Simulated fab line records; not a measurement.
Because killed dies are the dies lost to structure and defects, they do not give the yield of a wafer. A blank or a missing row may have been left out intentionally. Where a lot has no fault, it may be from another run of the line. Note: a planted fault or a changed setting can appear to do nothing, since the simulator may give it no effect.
The same fault as seen by 2 desks || flow ritCmos || each desk has only its own numbers; what lay behind them comes last

== DESK OF THE TOOL OWNER: lpcvd-01 ==
The tool's own readings at RIT_ACTIVE_CVD_03 (deposits Si3N4 from SiH2Cl2/NH3, target thk 150 nm, time 1537 s): means of the sampled wafers that have a number, for each lot that ran on this tool. If a lot's mean is further than 4 standard deviations from the usual mean, the lot is out of limits and carries the mark OUT (the distance appears in the brackets).
Columns: A = pressureMtorr at RIT_ACTIVE_CVD_03, usual 300.0 mTorr
{"lot": "L628", "first seen here": "day 1 12:07", "A": 299.8}
{"lot": "L629", "first seen here": "day 1 19:36", "A": 300.6}
{"lot": "L634", "first seen here": "day 2 19:18", "A": 300.2}
{"lot": "L635", "first seen here": "day 3 00:35", "A": 299.4}
{"lot": "L641", "first seen here": "day 4 08:49", "A": 300.0}
{"lot": "L642", "first seen here": "day 4 12:19", "A": 300.1}
{"lot": "L643", "first seen here": "day 4 18:49", "A": 299.8}
Result from this desk: across the 7 lots, nothing is out of limits.

== METROLOGY DESK ==
What the gauges read for every lot (on any tool): the sampled wafers with a number, averaged. If a lot's mean is further than 4 standard deviations from the usual mean, the lot is out of limits and carries the mark OUT (the distance appears in the brackets).
Columns: A = ACTIVE_NITRIDE_THK at RIT_ACTIVE_THK_MEAS_04, usual 153.9 nm
{"lot": "L628", "first seen here": "day 1 13:33", "A": 152.9}
{"lot": "L629", "first seen here": "day 1 21:01", "A": 153.3}
{"lot": "L630", "first seen here": "day 2 03:59", "A": 153.9}
{"lot": "L631", "first seen here": "day 2 08:18", "A": 155.4}
{"lot": "L632", "first seen here": "day 2 10:41", "A": 154.7}
{"lot": "L634", "first seen here": "day 2 21:26", "A": 150.9}
{"lot": "L635", "first seen here": "day 3 02:01", "A": 154.0}
{"lot": "L636", "first seen here": "day 3 06:47", "A": 152.3}
{"lot": "L637", "first seen here": "day 3 12:47", "A": 155.7}
{"lot": "L641", "first seen here": "day 4 10:14", "A": "104.4 (-33) OUT"}
{"lot": "L642", "first seen here": "day 4 13:44", "A": "103.8 (-33) OUT"}
{"lot": "L643", "first seen here": "day 4 20:14", "A": "105.3 (-32) OUT"}
{"lot": "L648", "first seen here": "day 5 20:25", "A": 152.7}
{"lot": "L650", "first seen here": "day 6 09:05", "A": 152.9}
{"lot": "L651", "first seen here": "day 6 11:13", "A": 154.0}
This desk's result: L641, L642, L643 out of limits, first on L641 (ACTIVE_NITRIDE_THK at RIT_ACTIVE_THK_MEAS_04), day 4 10:14. In limits: L628, L629, L630, L631, L632, L634, L635, L636, L637, L648, L650, L651.

== PUT TOGETHER ==
Metrology desk: alarm possible at day 4 10:14 on L641, L642, L643.
The tool owner's desk saw nothing out of limits.
The tool owner's desk has L641, L642, L643 on record, within its limits.
All the named lots went through RIT_ACTIVE_CVD_03 on lpcvd-01.

== WHAT THE SIMULATOR HAD INSERTED ==
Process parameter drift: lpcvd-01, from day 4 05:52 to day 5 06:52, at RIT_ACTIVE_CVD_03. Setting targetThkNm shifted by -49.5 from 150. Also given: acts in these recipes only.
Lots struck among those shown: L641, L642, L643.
Delay in hours, fault start to first out-of-limits reading, per desk: metrology desk 4.
